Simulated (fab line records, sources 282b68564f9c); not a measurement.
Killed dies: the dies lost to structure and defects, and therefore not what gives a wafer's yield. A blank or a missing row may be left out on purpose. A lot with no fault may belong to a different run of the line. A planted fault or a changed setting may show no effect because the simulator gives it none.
Split-lot study || flow rit cmos || on a route of 202 steps: 5 lots, 23 wafers read

SPLIT DETAILS
At RIT_NWELL_IMPLANT_08, the setting dose cm2 was moved away from the recipe's 5e+13 on 10 of the 23 wafers read, by -2.3% to +7.1%. All remaining wafers had this setting at the recipe value.

FROM THE SPLIT TO THE READING: what the file shows between them, 10 steps
- RIT_NWELL_STRIP_09: strips in O2, time 180 s
- RIT_NWELL_TW_MEAS_10
- RIT_PWELL_COAT_01: resist thk 1300 nm (also split here: spin rpm)
- RIT_PWELL_SOFTBAKE_02: time 60 s
- RIT_PWELL_EXPOSE_03: exposes mask M3, target cd 43700 nm
- RIT_PWELL_DEVELOP_05: develop time 68 s
- RIT_PWELL_HARDBAKE_07: time 120 s
- RIT_PWELL_IMPLANT_08 (also split here: energy kev)
- RIT_PWELL_STRIP_09: strips in O2, time 180 s
- RIT_WELLDRIVE_ANNEAL_00: time 14700 s

THE READING
NWELL_RS in ohm/sq, measured at RIT_WELLDRIVE_RS_MEAS_01 by four-point-probe. Typical for fault-free wafers on this fab line: 275.1 ohm/sq, with standard deviation 0.73 ohm/sq.

{"wafer": "L075.2", "tool, chamber at the split": "implanter-04, 0", "dose cm2 as run": 5e+13, "against the recipe": "recipe", "NWELL_RS, ohm/sq": 275.6, "against lot-mates on the recipe": "-"}
{"wafer": "L075.5", "tool, chamber at the split": "implanter-04, 0", "dose cm2 as run": 5e+13, "against the recipe": "recipe", "NWELL_RS, ohm/sq": 275.2, "against lot-mates on the recipe": "-"}
{"wafer": "L075.6", "tool, chamber at the split": "implanter-04, 0", "dose cm2 as run": 5e+13, "against the recipe": "recipe", "NWELL_RS, ohm/sq": 274.8, "against lot-mates on the recipe": "-"}
{"wafer": "L077.2", "tool, chamber at the split": "implanter-02, 0", "dose cm2 as run": 5e+13, "against the recipe": "recipe", "NWELL_RS, ohm/sq": 275.9, "against lot-mates on the recipe": "-"}
{"wafer": "L077.3", "tool, chamber at the split": "implanter-02, 0", "dose cm2 as run": 4.883e+13, "against the recipe": "-2.3%", "NWELL_RS, ohm/sq": 280.4, "against lot-mates on the recipe": "+4.4"}
{"wafer": "L077.4", "tool, chamber at the split": "implanter-02, 0", "dose cm2 as run": 5e+13, "against the recipe": "recipe", "NWELL_RS, ohm/sq": 276.0, "against lot-mates on the recipe": "-"}
{"wafer": "L077.5", "tool, chamber at the split": "implanter-02, 0", "dose cm2 as run": 5e+13, "against the recipe": "recipe", "NWELL_RS, ohm/sq": 276.0, "against lot-mates on the recipe": "-"}
{"wafer": "L077.6", "tool, chamber at the split": "implanter-02, 0", "dose cm2 as run": 4.883e+13, "against the recipe": "-2.3%", "NWELL_RS, ohm/sq": 280.5, "against lot-mates on the recipe": "+4.5"}
{"wafer": "L078.1", "tool, chamber at the split": "implanter-01, 0", "dose cm2 as run": 5e+13, "against the recipe": "recipe", "NWELL_RS, ohm/sq": 275.1, "against lot-mates on the recipe": "-"}
{"wafer": "L078.3", "tool, chamber at the split": "implanter-01, 0", "dose cm2 as run": 5e+13, "against the recipe": "recipe", "NWELL_RS, ohm/sq": 274.8, "against lot-mates on the recipe": "-"}
{"wafer": "L078.4", "tool, chamber at the split": "implanter-01, 0", "dose cm2 as run": 5.243e+13, "against the recipe": "+4.9%", "NWELL_RS, ohm/sq": 268.4, "against lot-mates on the recipe": -6.6}
{"wafer": "L078.5", "tool, chamber at the split": "implanter-01, 0", "dose cm2 as run": 5.243e+13, "against the recipe": "+4.9%", "NWELL_RS, ohm/sq": 267.9, "against lot-mates on the recipe": -7.1}
{"wafer": "L078.6", "tool, chamber at the split": "implanter-01, 0", "dose cm2 as run": 5.243e+13, "against the recipe": "+4.9%", "NWELL_RS, ohm/sq": 267.4, "against lot-mates on the recipe": -7.6}
{"wafer": "L081.1", "tool, chamber at the split": "implanter-01, 0", "dose cm2 as run": 5e+13, "against the recipe": "recipe", "NWELL_RS, ohm/sq": 275.2, "against lot-mates on the recipe": "-"}
{"wafer": "L081.2", "tool, chamber at the split": "implanter-01, 0", "dose cm2 as run": 5.356e+13, "against the recipe": "+7.1%", "NWELL_RS, ohm/sq": 263.4, "against lot-mates on the recipe": -11.4}
{"wafer": "L081.3", "tool, chamber at the split": "implanter-01, 0", "dose cm2 as run": 5.356e+13, "against the recipe": "+7.1%", "NWELL_RS, ohm/sq": 263.9, "against lot-mates on the recipe": -10.9}
{"wafer": "L081.4", "tool, chamber at the split": "implanter-01, 0", "dose cm2 as run": 5.356e+13, "against the recipe": "+7.1%", "NWELL_RS, ohm/sq": 264.0, "against lot-mates on the recipe": -10.8}
{"wafer": "L081.6", "tool, chamber at the split": "implanter-01, 0", "dose cm2 as run": 5e+13, "against the recipe": "recipe", "NWELL_RS, ohm/sq": 274.3, "against lot-mates on the recipe": "-"}
{"wafer": "L084.1", "tool, chamber at the split": "implanter-02, 0", "dose cm2 as run": 5.106e+13, "against the recipe": "+2.1%", "NWELL_RS, ohm/sq": 271.1, "against lot-mates on the recipe": -4.1}
{"wafer": "L084.2", "tool, chamber at the split": "implanter-02, 0", "dose cm2 as run": 5e+13, "against the recipe": "recipe", "NWELL_RS, ohm/sq": 275.4, "against lot-mates on the recipe": "-"}
{"wafer": "L084.3", "tool, chamber at the split": "implanter-02, 0", "dose cm2 as run": 5e+13, "against the recipe": "recipe", "NWELL_RS, ohm/sq": 274.6, "against lot-mates on the recipe": "-"}
{"wafer": "L084.5", "tool, chamber at the split": "implanter-02, 0", "dose cm2 as run": 5.106e+13, "against the recipe": "+2.1%", "NWELL_RS, ohm/sq": 271.9, "against lot-mates on the recipe": -3.3}
{"wafer": "L084.6", "tool, chamber at the split": "implanter-02, 0", "dose cm2 as run": 5e+13, "against the recipe": "recipe", "NWELL_RS, ohm/sq": 275.5, "against lot-mates on the recipe": "-"}

FIT RESULTS
A straight line over all 23 wafers: NWELL_RS changes by -1.65 ohm/sq for each +1% of dose cm2; r = -0.99; the points scatter about the line by 0.64 ohm/sq.
The same after taking each lot's own level away (the mean of its wafers on the recipe; 23 wafers): -1.56 ohm/sq for each +1%; r = -1.00; scatter 0.46 ohm/sq.
That fit puts the effect of the largest move of dose cm2 on the reading at 11 ohm/sq.
Measured against the standard deviation above, the lots' own levels, which go from 274.75 to 275.97 ohm/sq, span 1.7 times it.
The two slopes agree, so the slope changes little with the lot-to-lot level.
Check: for one of the wafers moved furthest among these (+7.1%), held out of the fit, the line's prediction against its lot-mates is -10.9 ohm/sq. It came out at -11.4 ohm/sq against them.

ADDITIONAL SPLITS CARRIED BY THESE WAFERS
These wafers also went through other splits before the reading. Each is held against what the fit with the lots' levels taken away leaves over:
{"other split on the same wafers": "RIT_ACTIVE_CVD_03 sih2cl2 flow sccm", "wafers away from the commonest value": 15, "r with NWELL_RS (lot level and that fit taken away)": "+0.29"}
{"other split on the same wafers": "RIT_ACTIVE_EXPOSE_08 dose mj", "wafers away from the commonest value": 9, "r with NWELL_RS (lot level and that fit taken away)": "+0.09"}
{"other split on the same wafers": "RIT_PWELL_COAT_01 spin rpm", "wafers away from the commonest value": 6, "r with NWELL_RS (lot level and that fit taken away)": -0.01}
{"other split on the same wafers": "RIT_PWELL_IMPLANT_08 energy kev", "wafers away from the commonest value": 5, "r with NWELL_RS (lot level and that fit taken away)": "+0.18"}

THE WHOLE CHAIN: every reading that the file lists as answering this split, in the file's order
{"step": "RIT_NWELL_TW_MEAS_10", "what it does": "", "reading": "NWELL_TW", "change (the file's fit)": "+7.76 for each +1% of the setting", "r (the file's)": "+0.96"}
{"step": "RIT_WELLDRIVE_RS_MEAS_01", "what it does": "measures by four-point-probe", "reading": "NWELL_RS", "change (the file's fit)": "-1.56 for each +1% of the setting", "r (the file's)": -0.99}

FILE'S OWN FIT
NWELL_RS changes by -1.56 ohm/sq for each +1% of dose cm2, r = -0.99.
